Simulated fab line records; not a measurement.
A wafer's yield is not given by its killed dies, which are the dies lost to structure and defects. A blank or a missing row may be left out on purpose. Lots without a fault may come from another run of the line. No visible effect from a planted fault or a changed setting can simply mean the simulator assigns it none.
fab line records -- flow rit-cmos
[record] lots = 6, wafers = 18, last-day = 7
route steps=202 shown SILICIDE@167 CONTACT@168 M1@202
lots with no fault: from the same line, run without faults
start-h: start of the lot's first displayed wafer, in hours after the record's first day -- wait-h: time in hours since the lot's previous step -- " unchanged from the row above -- L1.1+2: a single row standing in for several wafers -- - either no value or no given start -- * or withheld: withheld -- < > ~ a bound
route shown NAME@n: NAME is a module with steps in the file, n the number in the route of the first one -- usual: mean and standard deviation over wafers with no fault -- same: alike in all rows -- chamber/n: place in a boat -- sites: readings site by site -- _std_site: their standard deviation -- _edge_site: the outer-site mean with the inner-site mean subtracted -- radius-mm: how far each site lies from the wafer's centre -- mask NAME#n: copy n -- behind: the tool/chamber that last shaped the wafer -- hold: why the lot went on hold/how many hours it stayed there/how the hold came to an end -- device: which transistor (n, p or np) failed to switch -- end of line: the tests these same wafers got at the end of their route -- where a step has no rows: the recipe by itself -- killed: dies lost to structure and defects at the first sort, not the wafer's yield -- map: a wafer's dies, marking killed ones x, the rest . and places with no die _
set.NAME: the setting the step ran with; set.NAME@STEP: the setting that earlier step ran with -- model.NAME: the simulator's own value behind a step, which no gauge read
lots at selected steps of the route; one table per step, one row per wafer
services: from which hour (start-h, from the record's first day; less than 0 if before it) a tool's chamber was out of use, for how many hours, and why
[[steps]]
[step RIT_SILICIDE_RTA_06]
[recipe] temp-c = 750, time-s = 10, idle-temp-c = 25, ramp-up-s = 5, ramp-down-s = 10, cool-to-c = 25, ambient = N2
[usual] wafer_temp_C_max = 753.3/0.78
lot.wafer,tool,chamber,start-h,wait-h,wafer_temp_C_max
L378.2,rtp-anneal-01,0,53.37,0.0,754.7
L378.3,rtp-anneal-01,0,53.37,0.0,753.5
L378.6,rtp-anneal-01,0,53.37,0.0,752.5
L388.2,rtp-anneal-02,0,104.67,0.0,752.8
L388.3,rtp-anneal-02,0,104.67,0.0,752.5
L388.5,rtp-anneal-02,0,104.67,0.0,752.9
L389.2,rtp-anneal-01,0,119.88,0.0,753.3
L389.3,rtp-anneal-01,0,119.88,0.0,753.6
L389.4,rtp-anneal-01,0,119.88,0.0,753.9
L391.1,rtp-anneal-01,0,139.92,0.0,754.4
L391.2,rtp-anneal-01,0,139.92,0.0,753.9
L391.3,rtp-anneal-01,0,139.92,0.0,754.1
L395.2,rtp-anneal-01,0,147.80,0.0,753.4
L395.4,rtp-anneal-01,0,147.80,0.0,753.8
L395.6,rtp-anneal-01,0,147.80,0.0,754.2
L401.2,rtp-anneal-02,0,170.98,0.0,753.1
L401.3,rtp-anneal-02,0,170.98,0.0,752.7
L401.5,rtp-anneal-02,0,170.98,0.0,752.8
[step RIT_CONTACT_CVD_00]
[recipe] material = SiO2, target-thk-nm = 400, precursor = TEOS, temp-c = 390, time-s = 61, rf-w = 400
[usual] heater-power-w = 337/42, rf-fwd-power-W = 396.3/1.5
lot.wafer,tool,chamber,start-h,wait-h,heater-power-w,rf-fwd-power-W
L378.2,pecvd-03,1,53.42,0.0,337,396.7
L378.3,pecvd-03,0,53.42,0.0,283,392.9
L378.6,pecvd-03,2,53.42,0.0,375,396.3
L388.2,pecvd-04,2,104.72,0.0,337,393.8
L388.3,pecvd-04,1,104.72,0.0,255,398.5
L388.5,pecvd-04,2,104.72,0.0,375,395.7
L389.2,pecvd-01,1,119.94,0.0,297,395.1
L389.3,pecvd-01,0,119.94,0.0,326,394.8
L389.4,pecvd-01,2,119.94,0.0,339,396.6
L391.1,pecvd-04,1,139.99,0.1,331,397.8
L391.2,pecvd-04,2,139.99,0.1,316,397.1
L391.3,pecvd-04,2,139.99,0.1,341,397.2
L395.2,pecvd-01,1,147.85,0.0,322,397.8
L395.4,pecvd-01,2,147.85,0.0,344,396.6
L395.6,pecvd-01,0,147.85,0.0,383,394.2
L401.2,pecvd-04,0,171.03,0.0,335,394.8
L401.3,pecvd-04,1,171.03,0.0,297,398.1
L401.5,pecvd-04,0,171.03,0.0,246,395.9
[step RIT_CONTACT_THK_MEAS_01]
[recipe] reads = SiO2_of_CONTACT_CVD_00
[usual] CONTACT_TEOS_THK = 398/5.2
lot.wafer,tool,chamber,start-h,wait-h,CONTACT_TEOS_THK[nm]
L378.2,film-metro-03,-,53.48,0.0,394
L378.3,film-metro-03,-,53.48,0.0,392
L378.6,film-metro-03,-,53.48,0.0,395
L388.2,film-metro-01,-,104.81,0.1,394
L388.3,film-metro-01,-,104.81,0.1,396
L388.5,film-metro-01,-,104.81,0.1,395
L389.2,film-metro-01,-,120.00,0.0,394
L389.3,film-metro-01,-,120.00,0.0,401
L389.4,film-metro-01,-,120.00,0.0,401
L391.1,film-metro-01,-,140.07,0.1,391
L391.2,film-metro-01,-,140.07,0.1,392
L391.3,film-metro-01,-,140.07,0.1,400
L395.2,film-metro-01,-,147.91,0.0,398
L395.4,film-metro-01,-,147.91,0.0,405
L395.6,film-metro-01,-,147.91,0.0,402
L401.2,film-metro-04,-,171.10,0.0,394
L401.3,film-metro-04,-,171.10,0.0,395
L401.5,film-metro-04,-,171.10,0.0,403
[step RIT_CONTACT_HMDS_02]
[recipe] prime-time-s = 60, prime-temp-c = 140
[step RIT_CONTACT_COAT_03]
[recipe] resist = NOVOLAK, spin-rpm = 3250, resist-thk-nm = 1000
[step RIT_CONTACT_SOFTBAKE_04]
[recipe] resist = NOVOLAK, temp-c = 90, time-s = 60
[step RIT_CONTACT_EXPOSE_05]
[recipe] mask-id = M11, na = 0.6, source-shape = conventional, sigma-outer = 0.5, target-cd-nm = 1000, dose-mj = 250
[step RIT_CONTACT_PEB_06]
[recipe] resist = NOVOLAK, temp-c = withheld, time-s = withheld
[step RIT_CONTACT_DEVELOP_07]
[recipe] resist = NOVOLAK, develop-time-s = 120, dev-temp-c = 23
[step RIT_CONTACT_CD_MEAS_08]
[recipe] target-cd-nm = 1000
[usual] cd-nm = 1000.3/2.5
lot.wafer,tool,chamber,start-h,wait-h,cd-nm
L378.2,cd-sem-02,-,54.64,-,1000.0
L378.3,cd-sem-02,-,54.64,-,998.4
L378.6,cd-sem-02,-,54.64,-,999.0
L388.2,cd-sem-01,-,106.03,-,999.8
L388.3,cd-sem-01,-,106.03,-,998.7
L388.5,cd-sem-01,-,106.03,-,999.1
L389.2,cd-sem-02,-,121.16,-,1006.3
L389.3,cd-sem-02,-,121.16,-,1004.8
L389.4,cd-sem-02,-,121.16,-,1005.5
L391.1,cd-sem-02,-,141.73,-,1000.2
L391.2,cd-sem-02,-,141.73,-,999.1
L391.3,cd-sem-02,-,141.73,-,1001.1
L395.2,cd-sem-02,-,149.07,-,1000.2
L395.4,cd-sem-02,-,149.07,-,998.0
L395.6,cd-sem-02,-,149.07,-,999.4
L401.2,cd-sem-01,-,172.13,-,1001.0
L401.3,cd-sem-01,-,172.13,-,1003.9
L401.5,cd-sem-01,-,172.13,-,1003.5
[step RIT_CONTACT_OVL_MEAS_09]
[usual] CONTACT_OVL = -0.5/1.6
lot.wafer,tool,chamber,start-h,wait-h,CONTACT_OVL[nm]
L378.2,overlay-01,-,54.75,0.1,-1.5
L378.3,overlay-01,-,54.75,0.1,-1.0
L378.6,overlay-01,-,54.75,0.1,-1.3
L388.2,overlay-02,-,106.14,0.1,-1.6
L388.3,overlay-02,-,106.14,0.1,-1.4
L388.5,overlay-02,-,106.14,0.1,0.0
L389.2,overlay-01,-,121.27,0.1,-0.9
L389.3,overlay-01,-,121.27,0.1,1.7
L389.4,overlay-01,-,121.27,0.1,0.2
L391.1,overlay-02,-,141.85,0.1,-2.3
L391.2,overlay-02,-,141.85,0.1,-2.7
L391.3,overlay-02,-,141.85,0.1,-3.0
L395.2,overlay-01,-,149.18,0.1,0.8
L395.4,overlay-01,-,149.18,0.1,1.3
L395.6,overlay-01,-,149.18,0.1,0.7
L401.2,overlay-02,-,172.24,0.1,-0.9
L401.3,overlay-02,-,172.24,0.1,-2.5
L401.5,overlay-02,-,172.24,0.1,-2.9
[step RIT_CONTACT_HARDBAKE_10]
[recipe] resist = NOVOLAK, temp-c = 140, time-s = 60
[step RIT_CONTACT_ETCH_11]
[recipe] target-depth-a = 4800, over-etch-frac = 0.2, stop-on = TiSi2, chemistry = CHF3/CF4/Ar, target = SiO2, CHF3_flow_sccm = 50, cf4-flow-sccm = 10, Ar_flow_sccm = 100, O2_flow_sccm = 5, pressure-mtorr = 100, rf-w = 200, time-s = 310.5
[usual] drypump-motor-current-A = 5.6/0.37, oes-product-au = 0.988/0.016, rf-fwd-power-W = 199.6/0.65, throttle-valve-pct = 8.89/0.1
lot.wafer,tool,chamber,start-h,wait-h,drypump-motor-current-A,oes-product-au,rf-fwd-power-W,rf-hours-counter-h,throttle-valve-pct,model.NOVOLAK_of_CONTACT_COAT_03.thk-nm
L378.2,rie-diel-04,2,54.93,0.1,5.6,0.996,198.5,30,8.94,771
L378.3,rie-diel-04,1,54.93,0.1,5.0,1.004,199.3,19,8.93,772.8
L378.6,rie-diel-04,1,54.93,0.1,5.0,1.001,199.8,-,8.93,773.3
L388.2,rie-diel-04,3,106.32,0.1,5.6,0.964,198.6,9,8.98,711.8
L388.3,rie-diel-04,2,106.32,0.1,5.7,1.001,200.2,31,8.93,713.9
L388.5,rie-diel-04,3,106.32,0.1,5.6,0.953,198.7,-,8.97,715.7
L389.2,rie-diel-04,2,121.45,0.1,5.6,0.996,199.3,31,8.94,719.7
L389.3,rie-diel-04,3,121.45,0.1,5.6,0.960,199.6,9,9.00,716.2
L389.4,rie-diel-04,0,121.45,0.1,5.8,0.992,199.0,56,8.99,721.5
L391.1,rie-diel-01,3,142.04,0.1,5.8,0.971,199.1,124,8.97,772.8
L391.2,rie-diel-01,2,142.04,0.1,5.7,1.003,199.2,0,8.91,772.9
L391.3,rie-diel-01,1,142.04,0.1,5.9,0.966,201.6,12,8.66,778
L395.2,rie-diel-03,3,149.55,0.1,5.9,0.989,199.6,110,8.82,773
L395.4,rie-diel-03,1,149.55,0.1,5.7,0.977,198.7,126,8.84,774.1
L395.6,rie-diel-03,0,149.55,0.1,6.2,1.011,199.4,-,8.89,775.5
L401.2,rie-diel-03,0,172.42,0.1,6.2,0.992,199.7,112,8.87,775.9
L401.3,rie-diel-03,1,172.42,0.1,5.7,0.971,200.1,126,8.83,771
L401.5,rie-diel-03,1,172.42,0.1,5.7,0.978,198.7,-,8.85,775.9
[step RIT_CONTACT_STRIP_12]
[recipe] chemistry = O2, time-s = 180, resist = NOVOLAK, platen-temp-c = withheld, power-w = 500, pressure-mtorr = 4000, o2-flow-sccm = 4000
[usual] drypump-motor-current-A = 5.8/0.47
lot.wafer,tool,chamber,start-h,wait-h,drypump-motor-current-A,rf-hours-counter-h
L378.2,plasma-asher-01,0,55.12,0.1,5.8,43
L378.3,plasma-asher-01,1,55.12,0.1,5.5,-
L378.6,plasma-asher-01,0,55.12,0.1,5.8,-
L388.2,plasma-asher-04,0,106.51,0.1,5.3,43
L388.3,plasma-asher-04,1,106.51,0.1,5.2,-
L388.5,plasma-asher-04,1,106.51,0.1,5.2,-
L389.2,plasma-asher-02,1,121.64,0.1,6.3,49
L389.3,plasma-asher-02,0,121.64,0.1,6.6,-
L389.4,plasma-asher-02,1,121.64,0.1,6.3,-
L391.1,plasma-asher-04,0,142.23,0.1,5.3,47
L391.2,plasma-asher-04,1,142.23,0.1,5.2,47
L391.3,plasma-asher-04,1,142.23,0.1,5.1,-
L395.2,plasma-asher-04,1,149.74,0.1,5.2,47
L395.4,plasma-asher-04,1,149.74,0.1,5.2,-
L395.6,plasma-asher-04,1,149.74,0.1,5.2,-
L401.2,plasma-asher-01,1,172.61,0.1,5.5,6
L401.3,plasma-asher-01,0,172.61,0.1,5.9,-
L401.5,plasma-asher-01,1,172.61,0.1,5.5,-
[step RIT_M1_PROBE_99]
[usual] killed_at_M0_to_M3 = 0.0/0.12, killed-at-contacts = 0.1/0.23, killed-at-front-end = 6.6/2.9, killed-dies = 6.7/3, killed-open = 3.5/2.1, killed-short = 3.2/1.8
[same] gross-dies = 264, killed_at_M4_up = 0, killed-at-back-side = 0, killed-at-other = 0
lot.wafer,tool,chamber,start-h,wait-h,killed_at_M0_to_M3,killed-at-contacts,killed-at-front-end,killed-dies,killed-open,killed-short,model.etest.nmos_0p15.junction-log10-a-um,model.etest.nmos-narrow.off-log10-a-um,model.etest.gate-end-array.leak-log10-a-um,model.etest.nmos_0p3.off-log10-a-um,model.etest.pmos_0p15.junction-log10-a-um,model.etest.contact-diode-array.leak-log10-a,model.etest.select-edge-diode-n.leak-log10-a,model.etest.pmos_0p3.off-log10-a-um
L378.2,prober-02,-,61.25,0.1,0,0,9,9,5,4,-13.55,-13.16,-12.7,-12.87,-13.87,-9.488,-9.436,-12.61
L378.3,prober-02,-,61.30,0.2,0,0,9,9,4,5,-13.6,-13.19,-12.81,-12.93,-13.78,-9.604,-9.997,-12.7
L378.6,prober-02,-,61.45,0.2,0,0,4,4,2,2,-13.63,-13.25,-12.64,-12.88,-13.8,-9.477,-9.963,-12.65
L388.2,prober-02,-,112.56,0.1,0,0,5,5,2,3,-10.17,-10.17,-9.846,-10.17,-11.17,-6.897,-8.056,-11.15
L388.3,prober-02,-,112.61,0.2,0,0,7,7,3,4,-10.15,-10.15,-10.07,-10.15,-11.15,-6.863,-8.064,-11.13
L388.5,prober-02,-,112.71,0.2,0,0,9,9,4,5,-10.03,-10.03,-9.851,-10.03,-11.03,-6.77,-8.063,-11.02
L389.2,prober-01,-,126.90,0.1,0,0,4,4,1,3,-10.27,-10.27,-10.14,-10.27,-11.27,-7.026,-8.194,-11.26
L389.3,prober-01,-,126.95,0.2,0,0,8,8,4,4,-10.28,-10.28,-10.11,-10.28,-11.28,-7.09,-8.257,-11.27
L389.4,prober-01,-,127.00,0.2,1,0,6,7,4,3,-10.66,-10.66,-10.52,-10.65,-11.65,-7.275,-8.498,-11.62
L391.1,prober-01,-,147.09,0.1,0,0,2,2,1,1,-13.64,-13.18,-12.67,-12.85,-13.85,-9.436,-9.49,-12.8
L391.2,prober-01,-,147.14,0.1,0,0,4,4,3,1,-13.6,-13.12,-12.94,-13.13,-13.74,-9.382,-9.771,-12.86
L391.3,prober-01,-,147.19,0.2,0,1,7,8,5,3,-13.42,-13.23,-12.8,-13.02,-13.84,-9.587,-9.484,-12.74
L395.2,prober-01,-,155.82,0.1,0,0,8,8,4,4,-13.64,-13.27,-12.83,-12.97,-13.87,-9.671,-10.04,-12.87
L395.4,prober-01,-,155.92,0.2,0,0,6,6,4,2,-13.61,-13.39,-13.06,-13.22,-13.77,-9.393,-9.864,-12.89
L395.6,prober-01,-,156.02,0.2,0,0,6,6,5,1,-13.65,-13.29,-12.87,-13.09,-13.73,-9.458,-9.589,-12.94
L401.2,prober-02,-,177.67,0.1,0,0,5,5,2,3,-13.57,-13.22,-12.85,-13.16,-13.73,-9.466,-9.966,-12.94
L401.3,prober-02,-,177.72,0.2,0,0,5,5,0,5,-13.43,-13.2,-12.88,-13.19,-13.76,-9.737,-9.711,-12.92
L401.5,prober-02,-,177.82,0.2,0,0,9,9,6,3,-13.62,-13.32,-12.9,-13.12,-13.72,-9.536,-9.774,-12.87
// killed by level:class
L378.2 FOX2:geometric-particle:open=4 GATE:geometric-particle:short=2 SPACER:geometric-particle:short=2 GATE:geometric-particle:open=1
L378.3 FOX2:geometric-particle:open=2 FOX1:geometric-particle:short=1 FOX2:geometric-particle:short=1 GATE:geometric-particle:open=1 REOX:geometric-particle:short=1 SPACER:geometric-particle:short=1 SILICIDE:geometric-particle:open=1 SILICIDE:geometric-particle:short=1
L378.6 REOX:geometric-particle:open=2 GATE:geometric-particle:short=1 SILICIDE:geometric-particle:short=1
L388.2 SPACER:geometric-particle:short=2 FOX1:geometric-particle:open=1 FOX2:geometric-particle:open=1 GATE:geometric-particle:short=1
L388.3 FOX1:geometric-particle:short=1 FOX2:geometric-particle:short=1 GATE:geometric-particle:open=1 REOX:geometric-particle:short=1 SPACER:geometric-particle:short=1 SPACER:geometric-particle:open=1 SILICIDE:geometric-particle:open=1
L388.5 GATE:geometric-particle:open=3 GATE:geometric-particle:short=2 FOX1:geometric-particle:short=1 FOX2:geometric-particle:short=1 REOX:geometric-particle:open=1 SPACER:geometric-particle:short=1
L389.2 GATE:geometric-particle:short=3 GATE:geometric-particle:open=1
L389.3 GATE:geometric-particle:open=2 REOX:geometric-particle:open=2 FOX2:geometric-particle:short=1 GATE:geometric-particle:short=1 REOX:geometric-particle:short=1 SILICIDE:geometric-particle:short=1
L389.4 GATE:geometric-particle:open=3 FOX2:geometric-particle:short=1 GATE:geometric-particle:short=1 REOX:geometric-particle:open=1 M1:geometric-particle:short=1
L391.1 SPACER:geometric-particle:open=1 SPACER:geometric-particle:short=1
L391.2 SPACER:geometric-particle:open=2 GATE:geometric-particle:open=1 GATE:geometric-particle:short=1
L391.3 FOX1:geometric-particle:open=1 FOX2:geometric-particle:short=1 GATE:geometric-particle:short=1 REOX:geometric-particle:open=1 SPACER:geometric-particle:open=1 SILICIDE:geometric-particle:short=1 SILICIDE:geometric-particle:open=1 CONTACT:geometric-particle:open=1
L395.2 GATE:geometric-particle:short=4 GATE:geometric-particle:open=4
L395.4 GATE:geometric-particle:open=3 FOX1:geometric-particle:open=1 FOX2:geometric-particle:short=1 GATE:geometric-particle:short=1
L395.6 SPACER:geometric-particle:open=4 GATE:geometric-particle:open=1 GATE:geometric-particle:short=1
L401.2 FOX1:geometric-particle:short=1 FOX2:geometric-particle:open=1 GATE:geometric-particle:short=1 GATE:geometric-particle:open=1 SPACER:geometric-particle:short=1
L401.3 GATE:geometric-particle:short=4 FOX2:geometric-particle:short=1
L401.5 GATE:geometric-particle:short=3 GATE:geometric-particle:open=2 FOX1:geometric-particle:open=1 FOX2:geometric-particle:open=1 SPACER:geometric-particle:open=1 SILICIDE:geometric-particle:open=1
[[services]]
tool,chamber,start-h,hours,kind
plasma-asher-02,-,39.68,0.8,repair
rie-diel-03,2,51.93,-,clean
rie-diel-03,2,51.93,17.4,scheduled-down
rie-diel-03,2,51.93,17.4,vent-cycle
pecvd-04,1,60.78,7.9,repair
rie-diel-01,2,64.04,10.2,repair
pecvd-01,-,80.65,2.8,pm
rie-diel-03,2,81.55,8.1,repair
rie-diel-04,-,90.44,2.9,repair
pecvd-01,-,92.57,5.9,repair
rtp-anneal-01,-,96.00,3.4,pm
pecvd-04,0,103.91,40.3,repair
rie-diel-03,1,104.77,2.6,repair
pecvd-03,2,105.58,4.4,repair
plasma-asher-01,-,108.75,9.0,pm
plasma-asher-01,0,108.75,9.0,vent-cycle
plasma-asher-01,1,108.75,9.0,vent-cycle
plasma-asher-02,-,111.76,0.5,repair
plasma-asher-02,-,127.91,2.8,pm
rie-diel-03,1,134.34,5.9,repair
rie-diel-04,3,147.36,4.4,repair
rie-diel-03,2,161.99,16.0,repair
pecvd-04,-,162.36,3.0,repair
pecvd-01,-,166.63,0.8,repair
[[key]]
first-sign none at tools or gauges
[model-effect] step = RIT_CONTACT_ETCH_11, value = NOVOLAK_of_CONTACT_COAT_03.thk-nm, without = 774.7, struck = 716.5
[model-effect] step = RIT_M1_PROBE_99, value = etest.nmos_0p15.junction-log10-a-um, without = -13.55, struck = -10.26
met-at RIT_CONTACT_ETCH_11
struck-wafers L388.2,L388.3,L388.5,L389.2,L389.3,L389.4
tester-left-out L388,L389
onset-between 54.93 106.32
[fault] kind = process-parameter-drift, tool = rie-diel-04, chamber = -, onset-h = 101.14, steps = RIT_CONTACT_ETCH_11, channel = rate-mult, offset = 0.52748, shape = step, end-h = 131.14
// tester-left-out: of these lots the tester's yield and bins aren't shown, on N5 and GAA mostly nor the transistor test; their killed dies are dies lost to structure and defects alone, not to doping, threshold or leakage, so they don't give the yield
